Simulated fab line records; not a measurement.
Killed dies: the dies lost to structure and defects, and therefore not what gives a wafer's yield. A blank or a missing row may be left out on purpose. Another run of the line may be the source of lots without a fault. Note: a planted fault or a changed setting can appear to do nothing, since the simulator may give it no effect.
Struck lot and sound lot, side by side	flow rit cmos	18 steps out of a route of 202
Sound: the wafers L277.1, L277.4, L277.6. Wafers L285.1, L285.3, L285.4 were the ones struck. The cause is given at the end.
At each step with rows: each side's tool, then ch and its chambers, then its first start. Under that, the readings that differ: sound wafers	struck wafers	difference of the means	sigmas: that difference in standard deviations of wafers without a fault.
alike: readings whose means differ by less than 2 such deviations, and words and numbers that are the same on both sides. not compared: withheld readings, readings that some wafer has no value for, bounds like >300 that may hide the same value, and numbers for which the record gives no deviation and whose values overlap.
The two part at a step that has a row with sigmas, a row that says differs or no value, or rows on one side only. Numbers that don't overlap but have no deviation are shown without sigmas and don't part them. A reading missing from all wafers of one side parts the sides only when that side holds two or more wafers.

first, 1 step without rows for these wafers: RIT_GATE_HARDBAKE_18 (time 60 s).
RIT_GATE_ETCH_19: etches poly-Si in SF6/CHF3/O2, stops on SiO2, time 165 s, target depth 312.5 nm.
  sound on rie si-01 ch 1,3, day 3 10:06; struck on rie si-01 ch 0,2,3, day 5 02:16
  alike: drypump motor current A, oes product au, throttle valve pct
  not compared: rf hours counter h
RIT_GATE_STRIP_20: strips in O2, time 180 s.
  sound on plasma asher-01 ch 1, day 3 10:13; struck on plasma asher-02 ch 0,1, day 5 02:22
  alike: drypump motor current A
  not compared: rf hours counter h
RIT_GATE_CD_MEAS_90: the cd target is 150 nm.
  struck on cd sem-02, day 5 02:32; sound on cd sem-01, day 3 10:23
reading	sound	struck	difference	sigmas
cd nm (nm)	149.2 148.7 147.6	152.8 153.1 155.2	+5.2	+2
then, 4 steps without rows for these wafers: RIT_REOX_CLEAN_00 (cleans in SC1, time 600 s); RIT_REOX_CLEAN_01 (cleans in dHF, time 30 s); RIT_REOX_CLEAN_02 (cleans in SC2, time 600 s); RIT_REOX_OXIDATION_03 (target thk 25.2 nm, ox time 5580 s).
RIT_REOX_THK_MEAS_04:
  struck on film metro-02, day 5 05:35; sound on film metro-02, day 3 13:25
  alike: REOX_OXIDE_THK
then, 3 steps without rows for these wafers: RIT_NLDD_HMDS_00 (prime time 60 s); RIT_NLDD_COAT_01 (resist thk 1000 nm); RIT_NLDD_SOFTBAKE_02 (time 60 s).
RIT_NLDD_EXPOSE_03: exposes mask M7, target cd 40700 nm.
  sound on iline stepper-01 ch 0, day 3 14:04; struck on iline stepper-01 ch 0, day 5 06:13
reading	sound	struck	difference	sigmas
model.NLDD.overlay x nm (nm)	0.06572 0.06572 0.06572	-148.6 -148.6 -148.6	-148.7	
  alike: mask
then, 2 steps without rows for these wafers: RIT_NLDD_PEB_04; RIT_NLDD_DEVELOP_05 (develop time 50 s).
RIT_NLDD_OVL_MEAS_06:
  struck on overlay-01, day 5 06:37; sound on overlay-01, day 3 14:28
reading	sound	struck	difference	sigmas
NLDD_OVL (nm)	-0.4 0.1 1.6	-151.6 -148.3 -151.8	-151.0	-99 or more
then, 1 step without rows for these wafers: RIT_NLDD_HARDBAKE_07 (time 60 s).
RIT_M1_PROBE_99:
  struck on prober-01, day 6 00:11; sound on prober-01, day 4 06:40
reading	sound	struck	difference	sigmas
model.etest.nldd.width nm (nm)	3160 3189 3177	3110 3104 3123	-63	
  alike: killed at contacts, killed at front end, killed dies, killed open, killed short

== WHERE THEY PART ==
Last at RIT_NLDD_OVL_MEAS_06 as far as this record goes, first at RIT_GATE_CD_MEAS_90. Later steps at which nothing parts them and some readings are alike: RIT_M1_PROBE_99.

WHY: what the simulator had put in
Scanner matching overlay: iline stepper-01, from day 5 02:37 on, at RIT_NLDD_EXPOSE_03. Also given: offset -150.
